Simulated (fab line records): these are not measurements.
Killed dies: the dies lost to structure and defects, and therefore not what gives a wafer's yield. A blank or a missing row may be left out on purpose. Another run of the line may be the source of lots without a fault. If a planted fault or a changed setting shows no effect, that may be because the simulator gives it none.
fab line records || flow berkeleyCmos170
record {"lots": 15, "wafers": 45, "lastDay": 12}
route steps=331 shown SPACER@173 PLDD@208 M3@310
lots untouched by any fault: they come from a run of this same line in which no faults occurred
startH: the number of hours between the record's first day and the start of the first shown wafer of the lot || waitH: hours elapsed since this lot's preceding step || " as in the row above || L1.1+2: several wafers, shown together as one row || - no value present, or no start provided || * or withheld: withheld || < > ~ a bound
route shown NAME@n: names a module that has steps shown in the file, with the first one's number in the route || usual: mean/standard deviation of fault-free wafers || same: alike in all rows || chamber/n: place in a boat || sites: each site's reading || _std_site: the values' standard deviation || _edge_site: outer sites' mean less inner sites' || radiusMm: for every site, how far away it sits from the centre of the wafer || mask NAME#n: copy n || behind: the tool/chamber that last shaped the wafer || hold: why the lot was held/for how many hours/how that ended || device: which transistor (n, p or np) failed to switch || end of line: the route-end tests of the same wafers || where a step has no rows: the recipe by itself || killed: at the first sort, the dies lost to defects and structure; wafer yield is something else || map: a wafer's dies, x killed, . not, _ none there
set.NAME: the setting the step ran with; set.NAME@STEP: the setting that earlier step ran with || model.NAME: the simulator's own value behind a step, which no gauge read
route steps across a sampled set of lots; one table per step, one row per wafer
services: when a tool's chamber went out of use (startH, in hours from the record's first day, below 0 if earlier), for how many hours, and the reason
## steps
# step UCB170_SPACER_ANNEAL_02
# recipe {"tempC": 900, "timeS": 1800, "ambient": "N2"}
# usual {"spikeTcCentreC": "902.3/0.99", "spikeTcLoadC": "924.1/2.8", "spikeTcSourceC": "923.4/1.8", "tubeCenterTempC": "900/0.074", "tube_center_temp_C_max": "902.4/0.41"}
{"lot.wafer": "L211.2", "tool": "furnace-02", "chamber": 0, "startH": 165.99, "waitH": 4.6, "spikeTcCentreC": 901.6, "spikeTcLoadC": 925.5, "spikeTcSourceC": 926.3, "tubeCenterTempC": 899.89, "tube_center_temp_C_max": 902.9}
{"lot.wafer": "L211.4", "tool": "furnace-02", "chamber": 0, "startH": 165.99, "waitH": 4.6, "spikeTcCentreC": 902.5, "spikeTcLoadC": 927.7, "spikeTcSourceC": 924.5, "tubeCenterTempC": 899.98, "tube_center_temp_C_max": 902.8}
{"lot.wafer": "L211.6", "tool": "furnace-02", "chamber": 0, "startH": 165.99, "waitH": 4.6, "spikeTcCentreC": 903.4, "spikeTcLoadC": 925.7, "spikeTcSourceC": 924.4, "tubeCenterTempC": 899.94, "tube_center_temp_C_max": 902.5}
{"lot.wafer": "L213.2", "tool": "furnace-01", "chamber": 0, "startH": 173.68, "waitH": 0.2, "spikeTcCentreC": 901.5, "spikeTcLoadC": 927.4, "spikeTcSourceC": 920.7, "tubeCenterTempC": 899.92, "tube_center_temp_C_max": 902.1}
{"lot.wafer": "L213.3", "tool": "furnace-01", "chamber": 0, "startH": 173.68, "waitH": 0.2, "spikeTcCentreC": 903.0, "spikeTcLoadC": 926.6, "spikeTcSourceC": 920.3, "tubeCenterTempC": 899.97, "tube_center_temp_C_max": 902.5}
{"lot.wafer": "L213.5", "tool": "furnace-01", "chamber": 0, "startH": 173.68, "waitH": 0.2, "spikeTcCentreC": 902.2, "spikeTcLoadC": 926.1, "spikeTcSourceC": 922.2, "tubeCenterTempC": 899.97, "tube_center_temp_C_max": 902.0}
{"lot.wafer": "L215.1", "tool": "furnace-01", "chamber": 0, "startH": 173.68, "waitH": 0.9, "spikeTcCentreC": 902.9, "spikeTcLoadC": 926.3, "spikeTcSourceC": 919.8, "tubeCenterTempC": 900.08, "tube_center_temp_C_max": 902.4}
{"lot.wafer": "L215.4", "tool": "furnace-01", "chamber": 0, "startH": 173.68, "waitH": 0.9, "spikeTcCentreC": 902.0, "spikeTcLoadC": 925.7, "spikeTcSourceC": 920.8, "tubeCenterTempC": 900.04, "tube_center_temp_C_max": 902.5}
{"lot.wafer": "L215.5", "tool": "furnace-01", "chamber": 0, "startH": 173.68, "waitH": 0.9, "spikeTcCentreC": 900.0, "spikeTcLoadC": 925.8, "spikeTcSourceC": 920.4, "tubeCenterTempC": 899.91, "tube_center_temp_C_max": 902.1}
{"lot.wafer": "L217.2", "tool": "furnace-02", "chamber": 0, "startH": 183.14, "waitH": 3.1, "spikeTcCentreC": 902.0, "spikeTcLoadC": 927.2, "spikeTcSourceC": 924.4, "tubeCenterTempC": 899.92, "tube_center_temp_C_max": 902.0}
{"lot.wafer": "L217.3", "tool": "furnace-02", "chamber": 0, "startH": 183.14, "waitH": 3.1, "spikeTcCentreC": 901.4, "spikeTcLoadC": 926.7, "spikeTcSourceC": 923.0, "tubeCenterTempC": 899.81, "tube_center_temp_C_max": 901.4}
{"lot.wafer": "L217.5", "tool": "furnace-02", "chamber": 0, "startH": 183.14, "waitH": 3.1, "spikeTcCentreC": 901.7, "spikeTcLoadC": 923.8, "spikeTcSourceC": 924.9, "tubeCenterTempC": 899.91, "tube_center_temp_C_max": 902.0}
{"lot.wafer": "L218.2", "tool": "furnace-02", "chamber": 0, "startH": 198.92, "waitH": 5.1, "spikeTcCentreC": 903.8, "spikeTcLoadC": 925.7, "spikeTcSourceC": 923.6, "tubeCenterTempC": 900.02, "tube_center_temp_C_max": 901.9}
{"lot.wafer": "L218.5", "tool": "furnace-02", "chamber": 0, "startH": 198.92, "waitH": 5.1, "spikeTcCentreC": 902.0, "spikeTcLoadC": 925.9, "spikeTcSourceC": 926.1, "tubeCenterTempC": 900, "tube_center_temp_C_max": 902.4}
{"lot.wafer": "L218.6", "tool": "furnace-02", "chamber": 0, "startH": 198.92, "waitH": 5.1, "spikeTcCentreC": 903.2, "spikeTcLoadC": 923.6, "spikeTcSourceC": 925.0, "tubeCenterTempC": 899.93, "tube_center_temp_C_max": 903.1}
{"lot.wafer": "L219.1", "tool": "furnace-02", "chamber": 0, "startH": 198.92, "waitH": 5.4, "spikeTcCentreC": 901.3, "spikeTcLoadC": 926.9, "spikeTcSourceC": 924.9, "tubeCenterTempC": 899.95, "tube_center_temp_C_max": 902.9}
{"lot.wafer": "L219.4", "tool": "furnace-02", "chamber": 0, "startH": 198.92, "waitH": 5.4, "spikeTcCentreC": 903.0, "spikeTcLoadC": 925.1, "spikeTcSourceC": 923.8, "tubeCenterTempC": 900.11, "tube_center_temp_C_max": 901.9}
{"lot.wafer": "L219.6", "tool": "furnace-02", "chamber": 0, "startH": 198.92, "waitH": 5.4, "spikeTcCentreC": 902.3, "spikeTcLoadC": 924.6, "spikeTcSourceC": 923.7, "tubeCenterTempC": 900.09, "tube_center_temp_C_max": 902.3}
{"lot.wafer": "L220.2", "tool": "furnace-02", "chamber": 0, "startH": 198.92, "waitH": 4.8, "spikeTcCentreC": 903.1, "spikeTcLoadC": 922.9, "spikeTcSourceC": 923.3, "tubeCenterTempC": 899.92, "tube_center_temp_C_max": 901.9}
{"lot.wafer": "L220.5", "tool": "furnace-02", "chamber": 0, "startH": 198.92, "waitH": 4.8, "spikeTcCentreC": 902.9, "spikeTcLoadC": 926.0, "spikeTcSourceC": 923.7, "tubeCenterTempC": 899.89, "tube_center_temp_C_max": 902.2}
{"lot.wafer": "L220.6", "tool": "furnace-02", "chamber": 0, "startH": 198.92, "waitH": 4.8, "spikeTcCentreC": 901.9, "spikeTcLoadC": 925.2, "spikeTcSourceC": 926.5, "tubeCenterTempC": 899.98, "tube_center_temp_C_max": 901.7}
{"lot.wafer": "L221.3", "tool": "furnace-04", "chamber": 0, "startH": 212.40, "waitH": 3.5, "spikeTcCentreC": 901.2, "spikeTcLoadC": 920.2, "spikeTcSourceC": 922.7, "tubeCenterTempC": 900.04, "tube_center_temp_C_max": 902.8}
{"lot.wafer": "L221.5", "tool": "furnace-04", "chamber": 0, "startH": 212.40, "waitH": 3.5, "spikeTcCentreC": 902.3, "spikeTcLoadC": 919.9, "spikeTcSourceC": 922.7, "tubeCenterTempC": 899.84, "tube_center_temp_C_max": 902.3}
{"lot.wafer": "L221.6", "tool": "furnace-04", "chamber": 0, "startH": 212.40, "waitH": 3.5, "spikeTcCentreC": 902.4, "spikeTcLoadC": 921.2, "spikeTcSourceC": 921.9, "tubeCenterTempC": 899.92, "tube_center_temp_C_max": 902.3}
{"lot.wafer": "L223.1", "tool": "furnace-04", "chamber": 0, "startH": 218.00, "waitH": 5.3, "spikeTcCentreC": 900.5, "spikeTcLoadC": 920.7, "spikeTcSourceC": 921.2, "tubeCenterTempC": 899.87, "tube_center_temp_C_max": 901.7}
{"lot.wafer": "L223.3", "tool": "furnace-04", "chamber": 0, "startH": 218.00, "waitH": 5.3, "spikeTcCentreC": 902.2, "spikeTcLoadC": 920.6, "spikeTcSourceC": 923.8, "tubeCenterTempC": 899.89, "tube_center_temp_C_max": 901.9}
{"lot.wafer": "L223.6", "tool": "furnace-04", "chamber": 0, "startH": 218.00, "waitH": 5.3, "spikeTcCentreC": 902.4, "spikeTcLoadC": 921.2, "spikeTcSourceC": 922.9, "tubeCenterTempC": 899.99, "tube_center_temp_C_max": 902.1}
{"lot.wafer": "L224.1", "tool": "furnace-04", "chamber": 0, "startH": 218.00, "waitH": 5.0, "spikeTcCentreC": 901.8, "spikeTcLoadC": 920.7, "spikeTcSourceC": 924.7, "tubeCenterTempC": 899.93, "tube_center_temp_C_max": 902.7}
{"lot.wafer": "L224.2", "tool": "furnace-04", "chamber": 0, "startH": 218.00, "waitH": 5.0, "spikeTcCentreC": 901.2, "spikeTcLoadC": 919.1, "spikeTcSourceC": 922.6, "tubeCenterTempC": 899.97, "tube_center_temp_C_max": 901.4}
{"lot.wafer": "L224.3", "tool": "furnace-04", "chamber": 0, "startH": 218.00, "waitH": 5.0, "spikeTcCentreC": 903.4, "spikeTcLoadC": 921.4, "spikeTcSourceC": 924.2, "tubeCenterTempC": 900.06, "tube_center_temp_C_max": 902.2}
{"lot.wafer": "L225.1", "tool": "furnace-04", "chamber": 0, "startH": 240.67, "waitH": 6.2, "spikeTcCentreC": 887.4, "spikeTcLoadC": 905.2, "spikeTcSourceC": 908.2, "tubeCenterTempC": 884.92, "tube_center_temp_C_max": 887.6}
{"lot.wafer": "L225.3", "tool": "furnace-04", "chamber": 0, "startH": 240.67, "waitH": 6.2, "spikeTcCentreC": 884.6, "spikeTcLoadC": 904.8, "spikeTcSourceC": 909.3, "tubeCenterTempC": 884.98, "tube_center_temp_C_max": 887.3}
{"lot.wafer": "L225.6", "tool": "furnace-04", "chamber": 0, "startH": 240.67, "waitH": 6.2, "spikeTcCentreC": 884.9, "spikeTcLoadC": 905.6, "spikeTcSourceC": 909.1, "tubeCenterTempC": 885.01, "tube_center_temp_C_max": 887.1}
{"lot.wafer": "L226.2", "tool": "furnace-04", "chamber": 0, "startH": 240.67, "waitH": 5.8, "spikeTcCentreC": 887.2, "spikeTcLoadC": 905.4, "spikeTcSourceC": 909.9, "tubeCenterTempC": 884.97, "tube_center_temp_C_max": 887.6}
{"lot.wafer": "L226.5", "tool": "furnace-04", "chamber": 0, "startH": 240.67, "waitH": 5.8, "spikeTcCentreC": 887.1, "spikeTcLoadC": 904.5, "spikeTcSourceC": 908.2, "tubeCenterTempC": 885.01, "tube_center_temp_C_max": 887.0}
{"lot.wafer": "L226.6", "tool": "furnace-04", "chamber": 0, "startH": 240.67, "waitH": 5.8, "spikeTcCentreC": 888.0, "spikeTcLoadC": 906.6, "spikeTcSourceC": 909.2, "tubeCenterTempC": 884.97, "tube_center_temp_C_max": 887.0}
{"lot.wafer": "L227.1", "tool": "furnace-04", "chamber": 0, "startH": 240.67, "waitH": 6.0, "spikeTcCentreC": 887.7, "spikeTcLoadC": 904.2, "spikeTcSourceC": 908.0, "tubeCenterTempC": 884.95, "tube_center_temp_C_max": 886.9}
{"lot.wafer": "L227.3", "tool": "furnace-04", "chamber": 0, "startH": 240.67, "waitH": 6.0, "spikeTcCentreC": 886.4, "spikeTcLoadC": 905.4, "spikeTcSourceC": 908.9, "tubeCenterTempC": 884.99, "tube_center_temp_C_max": 886.9}
{"lot.wafer": "L227.6", "tool": "furnace-04", "chamber": 0, "startH": 240.67, "waitH": 6.0, "spikeTcCentreC": 887.2, "spikeTcLoadC": 905.4, "spikeTcSourceC": 908.3, "tubeCenterTempC": 885.06, "tube_center_temp_C_max": 888.0}
{"lot.wafer": "L228.3", "tool": "furnace-01", "chamber": 0, "startH": 254.00, "waitH": 4.0, "spikeTcCentreC": 901.5, "spikeTcLoadC": 926.8, "spikeTcSourceC": 921.7, "tubeCenterTempC": 899.98, "tube_center_temp_C_max": 902.2}
{"lot.wafer": "L228.5", "tool": "furnace-01", "chamber": 0, "startH": 254.00, "waitH": 4.0, "spikeTcCentreC": 902.5, "spikeTcLoadC": 928.3, "spikeTcSourceC": 920.8, "tubeCenterTempC": 900.02, "tube_center_temp_C_max": 902.0}
{"lot.wafer": "L228.6", "tool": "furnace-01", "chamber": 0, "startH": 254.00, "waitH": 4.0, "spikeTcCentreC": 902.5, "spikeTcLoadC": 926.1, "spikeTcSourceC": 919.2, "tubeCenterTempC": 899.97, "tube_center_temp_C_max": 902.9}
{"lot.wafer": "L230.3", "tool": "furnace-01", "chamber": 0, "startH": 254.00, "waitH": 4.2, "spikeTcCentreC": 903.0, "spikeTcLoadC": 926.9, "spikeTcSourceC": 920.6, "tubeCenterTempC": 900.16, "tube_center_temp_C_max": 903.3}
{"lot.wafer": "L230.5", "tool": "furnace-01", "chamber": 0, "startH": 254.00, "waitH": 4.2, "spikeTcCentreC": 902.7, "spikeTcLoadC": 926.3, "spikeTcSourceC": 923.1, "tubeCenterTempC": 899.92, "tube_center_temp_C_max": 902.1}
{"lot.wafer": "L230.6", "tool": "furnace-01", "chamber": 0, "startH": 254.00, "waitH": 4.2, "spikeTcCentreC": 902.6, "spikeTcLoadC": 925.8, "spikeTcSourceC": 920.6, "tubeCenterTempC": 899.81, "tube_center_temp_C_max": 902.0}
# step UCB170_SDANNEAL_RS_MEAS_04
# recipe {"thkMeasGauge": "four-point-probe"}
# usual {"PLDD_RS": "1031.2/2.6"}
{"lot.wafer": "L211.2", "tool": "filmMetro-01", "chamber": "-", "startH": 177.94, "waitH": 0.1, "PLDD_RS[ohm/sq]": 1031.2}
{"lot.wafer": "L211.4", "tool": "filmMetro-01", "chamber": "-", "startH": 177.94, "waitH": 0.1, "PLDD_RS[ohm/sq]": 1031.7}
{"lot.wafer": "L211.6", "tool": "filmMetro-01", "chamber": "-", "startH": 177.94, "waitH": 0.1, "PLDD_RS[ohm/sq]": 1028.4}
{"lot.wafer": "L215.1", "tool": "filmMetro-03", "chamber": "-", "startH": 186.55, "waitH": 0.1, "PLDD_RS[ohm/sq]": 1033.8}
{"lot.wafer": "L215.4", "tool": "filmMetro-03", "chamber": "-", "startH": 186.55, "waitH": 0.1, "PLDD_RS[ohm/sq]": 1034.8}
{"lot.wafer": "L215.5", "tool": "filmMetro-03", "chamber": "-", "startH": 186.55, "waitH": 0.1, "PLDD_RS[ohm/sq]": 1032.6}
{"lot.wafer": "L213.2", "tool": "filmMetro-01", "chamber": "-", "startH": 187.50, "waitH": 0.1, "PLDD_RS[ohm/sq]": 1030.5}
{"lot.wafer": "L213.3", "tool": "filmMetro-01", "chamber": "-", "startH": 187.50, "waitH": 0.1, "PLDD_RS[ohm/sq]": 1027.1}
{"lot.wafer": "L213.5", "tool": "filmMetro-01", "chamber": "-", "startH": 187.50, "waitH": 0.1, "PLDD_RS[ohm/sq]": 1030.0}
{"lot.wafer": "L217.2", "tool": "filmMetro-04", "chamber": "-", "startH": 189.62, "waitH": 0.1, "PLDD_RS[ohm/sq]": 1034.7}
{"lot.wafer": "L217.3", "tool": "filmMetro-04", "chamber": "-", "startH": 189.62, "waitH": 0.1, "PLDD_RS[ohm/sq]": 1032.3}
{"lot.wafer": "L217.5", "tool": "filmMetro-04", "chamber": "-", "startH": 189.62, "waitH": 0.1, "PLDD_RS[ohm/sq]": 1034.4}
{"lot.wafer": "L219.1", "tool": "filmMetro-01", "chamber": "-", "startH": 209.55, "waitH": 0.1, "PLDD_RS[ohm/sq]": 1032.1}
{"lot.wafer": "L219.4", "tool": "filmMetro-01", "chamber": "-", "startH": 209.55, "waitH": 0.1, "PLDD_RS[ohm/sq]": 1028.8}
{"lot.wafer": "L219.6", "tool": "filmMetro-01", "chamber": "-", "startH": 209.55, "waitH": 0.1, "PLDD_RS[ohm/sq]": 1028.6}
{"lot.wafer": "L218.2", "tool": "filmMetro-04", "chamber": "-", "startH": 209.75, "waitH": 0.1, "PLDD_RS[ohm/sq]": 1027.5}
{"lot.wafer": "L218.5", "tool": "filmMetro-04", "chamber": "-", "startH": 209.75, "waitH": 0.1, "PLDD_RS[ohm/sq]": 1029.2}
{"lot.wafer": "L218.6", "tool": "filmMetro-04", "chamber": "-", "startH": 209.75, "waitH": 0.1, "PLDD_RS[ohm/sq]": 1031.6}
{"lot.wafer": "L220.2", "tool": "filmMetro-01", "chamber": "-", "startH": 210.11, "waitH": 0.1, "PLDD_RS[ohm/sq]": 1029.5}
{"lot.wafer": "L220.5", "tool": "filmMetro-01", "chamber": "-", "startH": 210.11, "waitH": 0.1, "PLDD_RS[ohm/sq]": 1030.0}
{"lot.wafer": "L220.6", "tool": "filmMetro-01", "chamber": "-", "startH": 210.11, "waitH": 0.1, "PLDD_RS[ohm/sq]": 1032.0}
{"lot.wafer": "L221.3", "tool": "filmMetro-04", "chamber": "-", "startH": 219.01, "waitH": 0.1, "PLDD_RS[ohm/sq]": 1030.6}
{"lot.wafer": "L221.5", "tool": "filmMetro-04", "chamber": "-", "startH": 219.01, "waitH": 0.1, "PLDD_RS[ohm/sq]": 1031.4}
{"lot.wafer": "L221.6", "tool": "filmMetro-04", "chamber": "-", "startH": 219.01, "waitH": 0.1, "PLDD_RS[ohm/sq]": 1034.8}
{"lot.wafer": "L223.1", "tool": "filmMetro-04", "chamber": "-", "startH": 223.80, "waitH": 0.1, "PLDD_RS[ohm/sq]": 1029.3}
{"lot.wafer": "L223.3", "tool": "filmMetro-04", "chamber": "-", "startH": 223.80, "waitH": 0.1, "PLDD_RS[ohm/sq]": 1028.6}
{"lot.wafer": "L223.6", "tool": "filmMetro-04", "chamber": "-", "startH": 223.80, "waitH": 0.1, "PLDD_RS[ohm/sq]": 1032.8}
{"lot.wafer": "L224.1", "tool": "filmMetro-03", "chamber": "-", "startH": 224.07, "waitH": 0.1, "PLDD_RS[ohm/sq]": 1032.2}
{"lot.wafer": "L224.2", "tool": "filmMetro-03", "chamber": "-", "startH": 224.07, "waitH": 0.1, "PLDD_RS[ohm/sq]": 1029.2}
{"lot.wafer": "L224.3", "tool": "filmMetro-03", "chamber": "-", "startH": 224.07, "waitH": 0.1, "PLDD_RS[ohm/sq]": 1031.6}
{"lot.wafer": "L226.2", "tool": "filmMetro-04", "chamber": "-", "startH": 247.82, "waitH": 0.1, "PLDD_RS[ohm/sq]": 1083.7}
{"lot.wafer": "L226.5", "tool": "filmMetro-04", "chamber": "-", "startH": 247.82, "waitH": 0.1, "PLDD_RS[ohm/sq]": 1086.2}
{"lot.wafer": "L226.6", "tool": "filmMetro-04", "chamber": "-", "startH": 247.82, "waitH": 0.1, "PLDD_RS[ohm/sq]": 1087.0}
{"lot.wafer": "L227.1", "tool": "filmMetro-04", "chamber": "-", "startH": 248.44, "waitH": 0.1, "PLDD_RS[ohm/sq]": 1090.4}
{"lot.wafer": "L227.3", "tool": "filmMetro-04", "chamber": "-", "startH": 248.44, "waitH": 0.1, "PLDD_RS[ohm/sq]": 1090.4}
{"lot.wafer": "L227.6", "tool": "filmMetro-04", "chamber": "-", "startH": 248.44, "waitH": 0.1, "PLDD_RS[ohm/sq]": 1089.8}
{"lot.wafer": "L225.1", "tool": "filmMetro-03", "chamber": "-", "startH": 248.71, "waitH": 0.1, "PLDD_RS[ohm/sq]": 1088.7}
{"lot.wafer": "L225.3", "tool": "filmMetro-03", "chamber": "-", "startH": 248.71, "waitH": 0.1, "PLDD_RS[ohm/sq]": 1088.5}
{"lot.wafer": "L225.6", "tool": "filmMetro-03", "chamber": "-", "startH": 248.71, "waitH": 0.1, "PLDD_RS[ohm/sq]": 1089.1}
{"lot.wafer": "L228.3", "tool": "filmMetro-01", "chamber": "-", "startH": 264.35, "waitH": 0.1, "PLDD_RS[ohm/sq]": 1036.9}
{"lot.wafer": "L228.5", "tool": "filmMetro-01", "chamber": "-", "startH": 264.35, "waitH": 0.1, "PLDD_RS[ohm/sq]": 1032.8}
{"lot.wafer": "L228.6", "tool": "filmMetro-01", "chamber": "-", "startH": 264.35, "waitH": 0.1, "PLDD_RS[ohm/sq]": 1031.7}
{"lot.wafer": "L230.3", "tool": "filmMetro-04", "chamber": "-", "startH": 264.67, "waitH": 0.1, "PLDD_RS[ohm/sq]": 1029.1}
{"lot.wafer": "L230.5", "tool": "filmMetro-04", "chamber": "-", "startH": 264.67, "waitH": 0.1, "PLDD_RS[ohm/sq]": 1027.1}
{"lot.wafer": "L230.6", "tool": "filmMetro-04", "chamber": "-", "startH": 264.67, "waitH": 0.1, "PLDD_RS[ohm/sq]": 1026.0}
# step UCB170_M3_SPUTTER_01
# recipe {"material": "Al", "targetThkNm": 900, "timeS": 120, "powerW": 6000, "chamberPressurePa": 0.5}
# usual {"throttleValvePct": "29.5/0.88"}
{"lot.wafer": "L211.2", "tool": "pvdSputter-01", "chamber": "-", "startH": 195.86, "waitH": 0.0, "throttleValvePct": 29.5}
{"lot.wafer": "L211.4", "tool": "pvdSputter-01", "chamber": "-", "startH": 195.86, "waitH": 0.0, "throttleValvePct": 30.2}
{"lot.wafer": "L211.6", "tool": "pvdSputter-01", "chamber": "-", "startH": 195.86, "waitH": 0.0, "throttleValvePct": 29.6}
{"lot.wafer": "L215.1", "tool": "pvdSputter-01", "chamber": "-", "startH": 209.53, "waitH": 0.0, "throttleValvePct": 29.9}
{"lot.wafer": "L215.4", "tool": "pvdSputter-01", "chamber": "-", "startH": 209.53, "waitH": 0.0, "throttleValvePct": 30.2}
{"lot.wafer": "L215.5", "tool": "pvdSputter-01", "chamber": "-", "startH": 209.53, "waitH": 0.0, "throttleValvePct": 30.2}
{"lot.wafer": "L213.2", "tool": "pvdSputter-04", "chamber": "-", "startH": 213.76, "waitH": 0.0, "throttleValvePct": 29.1}
{"lot.wafer": "L213.3", "tool": "pvdSputter-04", "chamber": "-", "startH": 213.76, "waitH": 0.0, "throttleValvePct": 27.5}
{"lot.wafer": "L213.5", "tool": "pvdSputter-04", "chamber": "-", "startH": 213.76, "waitH": 0.0, "throttleValvePct": 27.9}
{"lot.wafer": "L217.2", "tool": "pvdSputter-01", "chamber": "-", "startH": 213.94, "waitH": 0.0, "throttleValvePct": 29.7}
{"lot.wafer": "L217.3", "tool": "pvdSputter-01", "chamber": "-", "startH": 213.94, "waitH": 0.0, "throttleValvePct": 29.3}
{"lot.wafer": "L217.5", "tool": "pvdSputter-01", "chamber": "-", "startH": 213.94, "waitH": 0.0, "throttleValvePct": 29.5}
{"lot.wafer": "L218.2", "tool": "pvdSputter-01", "chamber": "-", "startH": 227.13, "waitH": 0.0, "throttleValvePct": 29.5}
{"lot.wafer": "L218.5", "tool": "pvdSputter-01", "chamber": "-", "startH": 227.13, "waitH": 0.0, "throttleValvePct": 29.8}
{"lot.wafer": "L218.6", "tool": "pvdSputter-01", "chamber": "-", "startH": 227.13, "waitH": 0.0, "throttleValvePct": 29.4}
{"lot.wafer": "L219.1", "tool": "pvdSputter-04", "chamber": "-", "startH": 229.54, "waitH": 0.0, "throttleValvePct": 29.4}
{"lot.wafer": "L219.4", "tool": "pvdSputter-04", "chamber": "-", "startH": 229.54, "waitH": 0.0, "throttleValvePct": 28.8}
{"lot.wafer": "L219.6", "tool": "pvdSputter-04", "chamber": "-", "startH": 229.54, "waitH": 0.0, "throttleValvePct": 29.1}
{"lot.wafer": "L220.2", "tool": "pvdSputter-01", "chamber": "-", "startH": 230.35, "waitH": 0.0, "throttleValvePct": 29.5}
{"lot.wafer": "L220.5", "tool": "pvdSputter-01", "chamber": "-", "startH": 230.35, "waitH": 0.0, "throttleValvePct": 29.7}
{"lot.wafer": "L220.6", "tool": "pvdSputter-01", "chamber": "-", "startH": 230.35, "waitH": 0.0, "throttleValvePct": 28.5}
{"lot.wafer": "L221.3", "tool": "pvdSputter-01", "chamber": "-", "startH": 236.58, "waitH": 0.0, "throttleValvePct": 29.7}
{"lot.wafer": "L221.5", "tool": "pvdSputter-01", "chamber": "-", "startH": 236.58, "waitH": 0.0, "throttleValvePct": 29.5}
{"lot.wafer": "L221.6", "tool": "pvdSputter-01", "chamber": "-", "startH": 236.58, "waitH": 0.0, "throttleValvePct": 29.5}
{"lot.wafer": "L223.1", "tool": "pvdSputter-04", "chamber": "-", "startH": 243.99, "waitH": 0.0, "throttleValvePct": 27.8}
{"lot.wafer": "L223.3", "tool": "pvdSputter-04", "chamber": "-", "startH": 243.99, "waitH": 0.0, "throttleValvePct": 29.7}
{"lot.wafer": "L223.6", "tool": "pvdSputter-04", "chamber": "-", "startH": 243.99, "waitH": 0.0, "throttleValvePct": 28.0}
{"lot.wafer": "L224.1", "tool": "pvdSputter-03", "chamber": "-", "startH": 244.05, "waitH": 0.0, "throttleValvePct": 29.4}
{"lot.wafer": "L224.2", "tool": "pvdSputter-03", "chamber": "-", "startH": 244.05, "waitH": 0.0, "throttleValvePct": 30.5}
{"lot.wafer": "L224.3", "tool": "pvdSputter-03", "chamber": "-", "startH": 244.05, "waitH": 0.0, "throttleValvePct": 31.6}
{"lot.wafer": "L225.1", "tool": "pvdSputter-03", "chamber": "-", "startH": 268.77, "waitH": 0.0, "throttleValvePct": 30.4}
{"lot.wafer": "L225.3", "tool": "pvdSputter-03", "chamber": "-", "startH": 268.77, "waitH": 0.0, "throttleValvePct": 29.6}
{"lot.wafer": "L225.6", "tool": "pvdSputter-03", "chamber": "-", "startH": 268.77, "waitH": 0.0, "throttleValvePct": 29.5}
{"lot.wafer": "L227.1", "tool": "pvdSputter-04", "chamber": "-", "startH": 269.54, "waitH": 0.0, "throttleValvePct": 29.6}
{"lot.wafer": "L227.3", "tool": "pvdSputter-04", "chamber": "-", "startH": 269.54, "waitH": 0.0, "throttleValvePct": 27.9}
{"lot.wafer": "L227.6", "tool": "pvdSputter-04", "chamber": "-", "startH": 269.54, "waitH": 0.0, "throttleValvePct": 27.5}
{"lot.wafer": "L226.2", "tool": "pvdSputter-01", "chamber": "-", "startH": 270.90, "waitH": 0.0, "throttleValvePct": 28.9}
{"lot.wafer": "L226.5", "tool": "pvdSputter-01", "chamber": "-", "startH": 270.90, "waitH": 0.0, "throttleValvePct": 29.4}
{"lot.wafer": "L226.6", "tool": "pvdSputter-01", "chamber": "-", "startH": 270.90, "waitH": 0.0, "throttleValvePct": 30.2}
{"lot.wafer": "L230.3", "tool": "pvdSputter-01", "chamber": "-", "startH": 287.47, "waitH": 0.0, "throttleValvePct": 29.6}
{"lot.wafer": "L230.5", "tool": "pvdSputter-01", "chamber": "-", "startH": 287.47, "waitH": 0.0, "throttleValvePct": 30.5}
{"lot.wafer": "L230.6", "tool": "pvdSputter-01", "chamber": "-", "startH": 287.47, "waitH": 0.0, "throttleValvePct": 28.3}
{"lot.wafer": "L228.3", "tool": "pvdSputter-03", "chamber": "-", "startH": 289.51, "waitH": 0.0, "throttleValvePct": 29.5}
{"lot.wafer": "L228.5", "tool": "pvdSputter-03", "chamber": "-", "startH": 289.51, "waitH": 0.0, "throttleValvePct": 29.6}
{"lot.wafer": "L228.6", "tool": "pvdSputter-03", "chamber": "-", "startH": 289.51, "waitH": 0.0, "throttleValvePct": 30.1}
## services
{"tool": "furnace-02", "chamber": "-", "startH": 153.59, "hours": 3.6, "kind": "pm"}
{"tool": "pvdSputter-04", "chamber": "-", "startH": 166.49, "hours": 1.6, "kind": "repair"}
{"tool": "furnace-01", "chamber": "-", "startH": 231.54, "hours": 13.7, "kind": "pm"}
{"tool": "furnace-04", "chamber": "-", "startH": 257.05, "hours": 3.5, "kind": "pm"}
{"tool": "furnace-01", "chamber": "-", "startH": 281.55, "hours": 4.0, "kind": "pm"}
{"tool": "furnace-02", "chamber": "-", "startH": 282.36, "hours": 14.8, "kind": "repair"}
## key
firstSign {"step": "UCB170_SPACER_ANNEAL_02", "reading": "tubeCenterTempC", "direction": "down", "sigmas": "99+", "usual": "*", "struck": "*"}
effect {"step": "UCB170_SPACER_ANNEAL_02", "reading": "tube_center_temp_C_max", "direction": "down", "sigmas": 37, "usual": "*", "struck": "*"}
effect {"step": "UCB170_SDANNEAL_RS_MEAS_04", "reading": "PLDD_RS", "direction": "up", "sigmas": 22, "usual": 1031.2, "struck": 1088.2}
metAt UCB170_SPACER_ANNEAL_02
struckLots L225,L226,L227
testerLeftOut L225,L226,L227
notActingAt UCB170_M3_SPUTTER_01
onsetBetween 218.00 240.67
fault {"kind": "processParameterDrift", "tool": "furnace-04", "chamber": "-", "onsetH": 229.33, "steps": "UCB170_SPACER_ANNEAL_02", "channel": "tempC", "offset": "*", "shape": "step", "endH": 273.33, "actsIn": "*", "stated": "*"}
# testerLeftOut: of these lots the tester's yield and bins aren't shown, on N5 and GAA mostly nor the transistor test; their killed dies are dies lost to structure and defects alone, not to doping, threshold or leakage, so they don't give the yield
